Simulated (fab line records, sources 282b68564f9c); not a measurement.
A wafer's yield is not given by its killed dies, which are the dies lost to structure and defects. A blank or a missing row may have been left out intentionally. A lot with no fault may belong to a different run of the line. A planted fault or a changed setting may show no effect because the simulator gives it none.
A struck lot beside a sound one | flow rit_cmos | 15 steps out of a route of 202
Sound: the wafers L893.2, L893.4, L893.5. Struck: wafers L905.3, L905.5, L905.6. Last of all comes the cause.
Order at every step that has rows: each side's tool, ch and its chambers, its first start. Under that, the readings that differ: sound wafers | struck wafers | difference of the means | sigmas: that difference in standard deviations of wafers without a fault.
alike: words and numbers the same on both sides, and readings whose means are apart by under 2 such deviations; not compared: readings that were withheld, readings missing a value for some wafer, numbers with overlapping values and no deviation given by the record, and bounds like >300 which may hide the same value.
Wherever a step has rows on one side only, a row that says differs or no value, or a row with sigmas, the two part there. Non-overlapping numbers with no deviation appear without sigmas and do not part them. Lack of a reading on every wafer of one side parts them only where that side has two or more wafers.

RIT_M1_SPUTTER_00: material Al, target thk 400 nm, time 500 s.
  sound on pvd_sputter-02, day 4 03:22; struck on pvd_sputter-02, day 7 06:15
  alike: throttle_valve_pct
RIT_M1_RS_MEAS_01: the measuring method here is four-point-probe.
  sound on film_metro-02, day 4 03:41; struck on film_metro-01, day 7 06:35
  alike: M1_AL_RS
RIT_M1_THK_MEAS_02: measures by xrf.
  sound on film_metro-02, day 4 03:47; struck on film_metro-01, day 7 06:41
  reading        | sound       | struck      | difference | sigmas
  M1_AL_THK (nm) | 400 397 398 | 409 410 403 | +9         | +2
then, 6 steps without rows for these wafers: RIT_M1_HMDS_03 (prime time 60 s); RIT_M1_COAT_04 (resist thk 1300 nm); RIT_M1_SOFTBAKE_05 (time 60 s); RIT_M1_EXPOSE_06 (exposes mask M12, target cd 2600 nm); RIT_M1_PEB_07; RIT_M1_DEVELOP_08 (develop time 68 s).
RIT_M1_CD_MEAS_09 targets a cd of 2600 nm.
  sound on cd_sem-02, day 4 04:52; struck on cd_sem-02, day 7 07:39
  alike: cd_nm
RIT_M1_OVL_MEAS_10:
  sound on overlay-01, day 4 04:59; struck on overlay-02, day 7 07:44
  alike: M1_OVL
then, 1 step without rows for these wafers: RIT_M1_HARDBAKE_11 (time 120 s).
RIT_M1_METAL_ETCH_12: etches Al in Cl2/BCl3, stops on SiO2, time 165 s, target depth 600 nm.
  sound on rie_metal-03 ch 0,1, day 4 05:16; struck on rie_metal-03 ch 0,1, day 7 08:04
  reading                                 | sound           | struck            | difference | sigmas
  model.NOVOLAK_of_M1_COAT_04.thk_nm (nm) | 799.9 792.9 799 | 861.8 862.7 860.2 | +64.3      |
  alike: drypump_motor_current_A, oes_product_au, throttle_valve_pct
  not compared: rf_hours_counter_h, model.M1.feature_depth_nm
then, 1 step without rows for these wafers: RIT_M1_STRIP_13 (strips in nmp, time 600 s).
RIT_M1_PROBE_99:
  sound on prober-01, day 4 07:34; struck on prober-02, day 7 10:22
  reading                               | sound                     | struck                        | difference | sigmas
  model.etest.antenna_m1.vt_shift_v (V) | -0.01496 -0.0113 -0.01313 | -0.005896 -0.002405 -0.006377 | +0.008237  |

== WHERE THEY PART ==
Only at RIT_M1_THK_MEAS_02, within this record. Later steps at which nothing parts them and some readings are alike: RIT_M1_CD_MEAS_09, RIT_M1_OVL_MEAS_10, RIT_M1_METAL_ETCH_12.

WHY: what the simulator had put in
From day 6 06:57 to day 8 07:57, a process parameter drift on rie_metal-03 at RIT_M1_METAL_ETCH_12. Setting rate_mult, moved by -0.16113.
